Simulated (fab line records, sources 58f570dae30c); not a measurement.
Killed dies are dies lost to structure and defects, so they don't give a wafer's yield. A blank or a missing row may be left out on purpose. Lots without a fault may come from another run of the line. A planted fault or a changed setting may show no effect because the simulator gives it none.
Which tool did it? | flow berkeley_cmos170 | 14 lots, 42 wafers sampled, at 3 steps of a route of 331

WHAT THE GAUGES READ, wafer by wafer
UCB170_M1_RS_MEAS_01: measures by four-point-probe. Usual: M1_AL_RS 0.0486 ohm/sq, standard deviation 0.00059.
lot  | measured     | on            | M1_AL_RS (ohm/sq)    | flag
L137 | day 8 09:29  | film_metro-03 | 0.0473 0.0480 0.0483 |
L141 | day 9 01:01  | film_metro-02 | 0.0478 0.0475 0.0477 |
L140 | day 9 02:14  | film_metro-01 | 0.0484 0.0484 0.0478 |
L139 | day 9 02:32  | film_metro-03 | 0.0489 0.0495 0.0493 |
L146 | day 10 03:35 | film_metro-01 | 0.0490 0.0481 0.0476 |
L145 | day 10 03:50 | film_metro-02 | 0.0490 0.0486 0.0482 |
L148 | day 10 04:11 | film_metro-02 | 0.0485 0.0489 0.0492 |
L147 | day 10 04:25 | film_metro-01 | 0.0632 0.0617 0.0620 | OFF
L149 | day 11 06:51 | film_metro-03 | 0.0627 0.0630 0.0614 | OFF
L150 | day 11 07:47 | film_metro-01 | 0.0482 0.0488 0.0493 |
L153 | day 11 18:53 | film_metro-02 | 0.0484 0.0491 0.0485 |
L158 | day 12 19:04 | film_metro-02 | 0.0487 0.0479 0.0484 |
L156 | day 12 20:58 | film_metro-01 | 0.0499 0.0484 0.0490 |
L157 | day 12 20:58 | film_metro-03 | 0.0486 0.0490 0.0484 |

UCB170_M1_THK_MEAS_02: measures by xrf. Usual: M1_AL_THK 601 nm, standard deviation 7.9.
lot  | measured     | on            | M1_AL_THK (nm) | flag
L137 | day 8 09:36  | film_metro-03 | 619 613 609    |
L141 | day 9 01:08  | film_metro-02 | 610 618 614    |
L140 | day 9 02:21  | film_metro-01 | 604 601 607    |
L139 | day 9 02:38  | film_metro-03 | 593 587 593    |
L146 | day 10 03:41 | film_metro-01 | 595 605 612    |
L145 | day 10 03:57 | film_metro-02 | 601 602 614    |
L148 | day 10 04:18 | film_metro-02 | 603 602 598    |
L147 | day 10 04:31 | film_metro-01 | 463 476 472    | OFF
L149 | day 11 06:57 | film_metro-03 | 467 466 479    | OFF
L150 | day 11 07:53 | film_metro-01 | 602 596 592    |
L153 | day 11 19:01 | film_metro-02 | 604 595 600    |
L158 | day 12 19:11 | film_metro-02 | 603 612 610    |
L156 | day 12 21:05 | film_metro-01 | 586 599 594    |
L157 | day 12 21:05 | film_metro-03 | 597 595 602    |

WHICH TOOL RAN EACH LOT (tool, then ch and the chambers of the sampled wafers, then the start)
lot  | UCB170_M1_SPUTTER_00
L137 | pvd_sputter-04, day 8 09:25
L141 | pvd_sputter-04, day 9 00:56
L140 | pvd_sputter-02, day 9 02:10
L139 | pvd_sputter-03, day 9 02:27
L146 | pvd_sputter-03, day 10 03:30
L145 | pvd_sputter-04, day 10 03:46
L148 | pvd_sputter-03, day 10 04:07
L147 | pvd_sputter-04, day 10 04:19
L149 | pvd_sputter-04, day 11 06:45
L150 | pvd_sputter-03, day 11 07:41
L153 | pvd_sputter-02, day 11 18:50
L158 | pvd_sputter-03, day 12 19:00
L156 | pvd_sputter-02, day 12 20:53
L157 | pvd_sputter-03, day 12 20:54
- UCB170_M1_SPUTTER_00: material Al, target thk 600 nm, time 80 s.

WHAT THE TOOLS THEMSELVES READ (means of the sampled wafers that have a number; where no wafer has one, the mark that the record gives instead)
UCB170_M1_SPUTTER_00. Usual: throttle_valve_pct 29.9 %, standard deviation 0.92.
lot  | tool           | throttle_valve_pct (%) | flag
L137 | pvd_sputter-04 | 28.8                   |
L141 | pvd_sputter-04 | 29.4                   |
L140 | pvd_sputter-02 | 30.5                   |
L139 | pvd_sputter-03 | 29.6                   |
L146 | pvd_sputter-03 | 30.5                   |
L145 | pvd_sputter-04 | 28.8                   |
L148 | pvd_sputter-03 | 29.9                   |
L147 | pvd_sputter-04 | 28.4                   |
L149 | pvd_sputter-04 | 29.4                   |
L150 | pvd_sputter-03 | 30.2                   |
L153 | pvd_sputter-02 | 30.2                   |
L158 | pvd_sputter-03 | 29.9                   |
L156 | pvd_sputter-02 | 30.4                   |
L157 | pvd_sputter-03 | 30.1                   |

THE ANSWER, worked out from the rows above alone
Rule: a lot is off if the mean of its wafers that have a number lies more than 3 standard deviations from the usual mean. A lot without any number at a reading at which 4 lots or more have one is off too. The other lots that the step has rows for count as sound. The gauges are gone through in route order, then the tools' own readings, and for those a lot's mean is taken as printed above. The first step at which some lot is off is used, and at that step the reading that is off furthest; a lot without a number counts as furthest.
Off: L147, L149, at UCB170_M1_RS_MEAS_01 (M1_AL_RS).
A tool fits if, at a process step before that reading, it ran every lot that is off, and no sound lot after the first of them. The gauges at UCB170_M1_RS_MEAS_01 are tried like those tools. One fits: pvd_sputter-04 at UCB170_M1_SPUTTER_00. Its last sound lot is L145 (day 10 03:46), its first lot that is off L147 (day 10 04:19): a fault that began between those two fits.

WHAT THE SIMULATOR HAD PUT IN
Process parameter drift: pvd_sputter-04, from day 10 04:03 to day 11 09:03, at UCB170_M1_SPUTTER_00. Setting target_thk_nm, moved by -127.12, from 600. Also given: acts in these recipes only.
Lots struck among those shown: L147, L149. The rule above found the same.
